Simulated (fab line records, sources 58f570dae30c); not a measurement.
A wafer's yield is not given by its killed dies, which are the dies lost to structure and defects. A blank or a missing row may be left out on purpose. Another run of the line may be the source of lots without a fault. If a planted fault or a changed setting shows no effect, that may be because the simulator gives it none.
Which of the tools did it? + flow berkeley-cmos170 + 7 lots (21 wafers sampled), 1 step of a 331-step route

WHAT THE GAUGES SHOWED, per wafer
UCB170_FIELD_THK_MEAS_90.
| lot  | measured     | on            | FIELD_OXIDE_LEFT_1_THK (nm) |
|------|--------------|---------------|-----------------------------|
| L958 | day 5 23:29  | film-metro-04 | 424 424 424                 |
| L965 | day 7 08:25  | film-metro-03 | 427 426 423                 |
| L966 | day 7 16:49  | film-metro-02 | 439 431 429                 |
| L969 | day 8 00:45  | film-metro-04 | 436 428 434                 |
| L974 | day 9 05:08  | film-metro-03 | 448 439 437                 |
| L976 | day 9 16:35  | film-metro-03 | 418 431 429                 |
| L979 | day 10 08:47 | film-metro-03 | 422 431 416                 |

TOOL THAT RAN EACH LOT (tool first, then ch and the chambers of the sampled wafers, then the start)
Before these readings, the record contains no process step.

THE ANSWER, worked out from the rows above alone
Rule: the usual values come from the lots themselves. The widest of any qualifying gaps counts: lots, ordered by their means at a reading, are off when they make up no more than a third of the lots, leave a main group of 4 or more, and stand apart from it by 3 or more times the standard deviation of that group's means. Not used: any main group whose means are identical at the precision the tables above print for the reading. Also off: a lot with no number at a reading for which 4 or more lots have one. All remaining lots with rows at the step are treated as sound.
No lot is off at any reading shown: from this, nothing can be told.

WHAT HAD BEEN PUT IN BY THE SIMULATOR
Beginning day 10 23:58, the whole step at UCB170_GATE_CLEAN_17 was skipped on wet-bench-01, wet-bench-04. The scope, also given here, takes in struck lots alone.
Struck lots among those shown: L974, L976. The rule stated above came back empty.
